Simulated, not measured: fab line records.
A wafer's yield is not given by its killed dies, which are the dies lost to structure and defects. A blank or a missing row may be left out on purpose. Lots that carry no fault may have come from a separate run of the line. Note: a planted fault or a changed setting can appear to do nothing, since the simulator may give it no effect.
Split-lot study + flow ritCmos + route with 202 steps; 5 lots, 23 wafers read

ON THE SPLIT
At RIT_NLDD_COAT_01 (resist thk 1000 nm), the setting spinRpm was moved away from the recipe's 3250 rpm on 6 of the 23 wafers read, by -4.6% to +3.9%. The other wafers ran this setting at the recipe's value.

Split to reading: the file shows no intervening step.

THE READING
NOVOLAK_of_NLDD_COAT_01.thkNm (the simulator's own value, which no gauge read), in nm, at RIT_NLDD_HARDBAKE_07 (time 60 s). The file does not state a usual value for it. The 17 wafers here that ran the recipe average 884.3 nm, standard deviation 3.5 nm.

| wafer  | tool, chamber at the split | spinRpm as run, rpm | against the recipe | NOVOLAK_of_NLDD_COAT_01.thkNm, nm | against lot-mates on the recipe |
|--------|----------------------------|---------------------|--------------------|-----------------------------------|---------------------------------|
| L077.1 | lithoTrack-01, 0           | 3250                | recipe             | 886.6                             | -                               |
| L077.2 | lithoTrack-01, 0           | 3250                | recipe             | 881.2                             | -                               |
| L077.3 | lithoTrack-01, 0           | 3250                | recipe             | 882.5                             | -                               |
| L077.4 | lithoTrack-01, 0           | 3250                | recipe             | 883.5                             | -                               |
| L077.5 | lithoTrack-01, 0           | 3250                | recipe             | 879.3                             | -                               |
| L079.1 | lithoTrack-03, 0           | 3250                | recipe             | 890.2                             | -                               |
| L079.2 | lithoTrack-03, 0           | 3377                | +3.9%              | 869.5                             | -20.1                           |
| L079.3 | lithoTrack-03, 0           | 3250                | recipe             | 889.2                             | -                               |
| L079.4 | lithoTrack-03, 0           | 3250                | recipe             | 889.3                             | -                               |
| L079.5 | lithoTrack-03, 0           | 3377                | +3.9%              | 868.2                             | -21.4                           |
| L081.1 | lithoTrack-02, 0           | 3250                | recipe             | 882.2                             | -                               |
| L081.3 | lithoTrack-02, 0           | 3250                | recipe             | 879.6                             | -                               |
| L081.4 | lithoTrack-02, 0           | 3250                | recipe             | 878.4                             | -                               |
| L084.1 | lithoTrack-02, 0           | 3250                | recipe             | 884.3                             | -                               |
| L084.2 | lithoTrack-02, 0           | 3101                | -4.6%              | 906.2                             | +21.5                           |
| L084.4 | lithoTrack-02, 0           | 3250                | recipe             | 886.9                             | -                               |
| L084.5 | lithoTrack-02, 0           | 3101                | -4.6%              | 904.8                             | +20.1                           |
| L084.6 | lithoTrack-02, 0           | 3250                | recipe             | 882.8                             | -                               |
| L085.2 | lithoTrack-02, 0           | 3136                | -3.5%              | 900.8                             | +15.3                           |
| L085.3 | lithoTrack-02, 0           | 3250                | recipe             | 886.5                             | -                               |
| L085.4 | lithoTrack-02, 0           | 3136                | -3.5%              | 898.2                             | +12.7                           |
| L085.5 | lithoTrack-02, 0           | 3250                | recipe             | 885.7                             | -                               |
| L085.6 | lithoTrack-02, 0           | 3250                | recipe             | 884.3                             | -                               |

FIT RESULTS
A straight line over all 23 wafers: NOVOLAK_of_NLDD_COAT_01.thkNm changes by -4.32 nm for each +1% of spinRpm; r = -0.94; the points scatter about the line by 3.2 nm.
The same after taking each lot's own level away (the mean of its wafers on the recipe; 23 wafers): -4.68 nm for each +1%; r = -0.98; scatter 1.9 nm.
According to that fit, moving spinRpm by its largest amount changes the reading by 21 nm.
From 880.07 to 889.57 nm: that is the span of the lots' own levels, equal to 2.7 times the standard deviation above.
Consequently the slope shifts little with the lot-to-lot level, the two slopes agreeing.
Check: with one of the wafers moved furthest among these (-4.6%) left out of the fit, the line predicts +20.8 nm for it against its lot-mates. It came out at +21.5 nm against them.

ADDITIONAL SPLITS CARRIED BY THESE WAFERS
Other splits were also applied to these wafers ahead of the reading. Each is held against what the fit with the lots' levels taken away leaves over:
| other split on the same wafers    | wafers away from the commonest value | r with NOVOLAK_of_NLDD_COAT_01.thkNm (lot level and that fit taken away) |
|-----------------------------------|--------------------------------------|--------------------------------------------------------------------------|
| RIT_ACTIVE_CVD_03 sih2cl2FlowSccm | 10                                   | +0.18                                                                    |
| RIT_ACTIVE_COAT_06 resistThkNm    | 11                                   | -0.04                                                                    |
| RIT_FOX2_OXIDATION_00 tempC       | 10                                   | +0.13                                                                    |
| RIT_NWELL_IMPLANT_08 energyKev    | 9                                    | +0.09                                                                    |
| RIT_PWELL_IMPLANT_08 doseCm2      | 8                                    | +0.12                                                                    |
| RIT_NRETRO_IMPLANT_08 energyKev   | 7                                    | +0.35                                                                    |

THE WHOLE CHAIN: every reading that the file lists as answering this split, in the file's order
| step                 | what it does       | reading                                                                        | change (the file's fit)              | r (the file's) |
|----------------------|--------------------|--------------------------------------------------------------------------------|--------------------------------------|----------------|
| RIT_NLDD_COAT_01     | resist thk 1000 nm | NOVOLAK_of_NLDD_COAT_01.thkNm (the simulator's own value, which no gauge read) | -5.18 nm for each +1% of the setting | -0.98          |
| RIT_NLDD_HARDBAKE_07 | time 60 s          | NOVOLAK_of_NLDD_COAT_01.thkNm (the simulator's own value, which no gauge read) | -4.64 nm for each +1% of the setting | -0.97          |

THE FILE'S OWN FIT
NOVOLAK_of_NLDD_COAT_01.thkNm changes by -4.64 nm for each +1% of spinRpm, r = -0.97.
